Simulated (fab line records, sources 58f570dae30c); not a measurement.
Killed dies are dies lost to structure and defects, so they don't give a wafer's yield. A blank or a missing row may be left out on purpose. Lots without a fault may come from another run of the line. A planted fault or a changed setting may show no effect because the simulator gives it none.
Split-lot experiment | flow berkeley_cmos170 | 5 lots, 23 wafers read, on a route of 331 steps

THE SPLIT
At UCB170_V2_ETCH_14 (etches SiO2 in CHF3/CF4/Ar, stops on Al, target depth 1250 nm, time 291 s), the setting time_s was moved away from the recipe's 291 s on 8 of the 23 wafers read, by -12.7% to +13.2%. The other wafers ran this setting at the recipe's value.

The reading is taken at the split's own step.

THE READING
KrF_of_V2_COAT_07.thk_nm (the simulator's own value, which no gauge read), in nm, at UCB170_V2_ETCH_14 (etches SiO2 in CHF3/CF4/Ar, stops on Al, target depth 1250 nm, time 291 s). The file gives no usual value for it. The 15 wafers here that ran the recipe average 611.1 nm, standard deviation 3.7 nm.

wafer  | tool, chamber at the split | time_s as run, s | against the recipe | KrF_of_V2_COAT_07.thk_nm, nm | against lot-mates on the recipe
L074.1 | rie_diel-04, 3             | 291              | recipe             | 612.8                        | -
L074.2 | rie_diel-04, 1             | 291              | recipe             | 612.3                        | -
L074.3 | rie_diel-04, 0             | 313.5            | +7.7%              | 594.7                        | -19.7
L074.4 | rie_diel-04, 2             | 291              | recipe             | 618.2                        | -
L074.6 | rie_diel-04, 2             | 313.5            | +7.7%              | 594.3                        | -20.1
L078.1 | rie_diel-04, 3             | 291              | recipe             | 606.8                        | -
L078.2 | rie_diel-04, 2             | 291              | recipe             | 614                          | -
L078.3 | rie_diel-04, 1             | 291              | recipe             | 608.7                        | -
L078.4 | rie_diel-04, 0             | 291              | recipe             | 612.6                        | -
L078.6 | rie_diel-04, 2             | 291              | recipe             | 616.1                        | -
L079.2 | rie_diel-01, 1             | 254              | -12.7%             | 644.4                        | +39.1
L079.3 | rie_diel-01, 3             | 254              | -12.7%             | 653.8                        | +48.5
L079.4 | rie_diel-01, 0             | 291              | recipe             | 606.2                        | -
L079.5 | rie_diel-01, 1             | 254              | -12.7%             | 647                          | +41.7
L079.6 | rie_diel-01, 0             | 291              | recipe             | 604.4                        | -
L084.2 | rie_diel-04, 1             | 291              | recipe             | 609.5                        | -
L084.4 | rie_diel-04, 3             | 291              | recipe             | 609.6                        | -
L084.5 | rie_diel-04, 3             | 291              | recipe             | 612.1                        | -
L083.1 | rie_diel-04, 2             | 329.3            | +13.2%             | 578.7                        | -33.1
L083.3 | rie_diel-04, 0             | 329.3            | +13.2%             | 580.5                        | -31.3
L083.4 | rie_diel-04, 1             | 291              | recipe             | 608.9                        | -
L083.5 | rie_diel-04, 2             | 291              | recipe             | 614.7                        | -
L083.6 | rie_diel-04, 3             | 329.3            | +13.2%             | 573                          | -38.8

THE FIT
A straight line over all 23 wafers: KrF_of_V2_COAT_07.thk_nm changes by -2.69 nm for each +1% of time_s; r = -0.98; the points scatter about the line by 4 nm.
The same after taking each lot's own level away (the mean of its wafers on the recipe; 23 wafers): -2.97 nm for each +1%; r = -0.99; scatter 3.7 nm.
On that fit, the largest move of time_s shifts the reading by 39 nm.
The lots' own levels span 605.30 to 614.43 nm, that is 2.5 times the standard deviation above.
So the lot-to-lot level changes the slope little: the two slopes agree.
Check: with one of the wafers moved furthest among these (+13.2%) left out of the fit, the line predicts -38.5 nm for it against its lot-mates. It came out at -33.1 nm against them.

THE WHOLE CHAIN: every reading that the file lists as answering this split, in the file's order
step               | what it does                                                              | reading                                                                   | change (the file's fit)              | r (the file's)
UCB170_V2_ETCH_14  | etches SiO2 in CHF3/CF4/Ar, stops on Al, target depth 1250 nm, time 291 s | KrF_of_V2_COAT_07.thk_nm (the simulator's own value, which no gauge read) | -2.93 nm for each +1% of the setting | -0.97
UCB170_V2_STRIP_15 | strips in O2                                                              | strip_time_to_endpoint_s                                                  | withheld for each +1% of the setting | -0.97

THE FILE'S OWN FIT
KrF_of_V2_COAT_07.thk_nm changes by -2.93 nm for each +1% of time_s, r = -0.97.
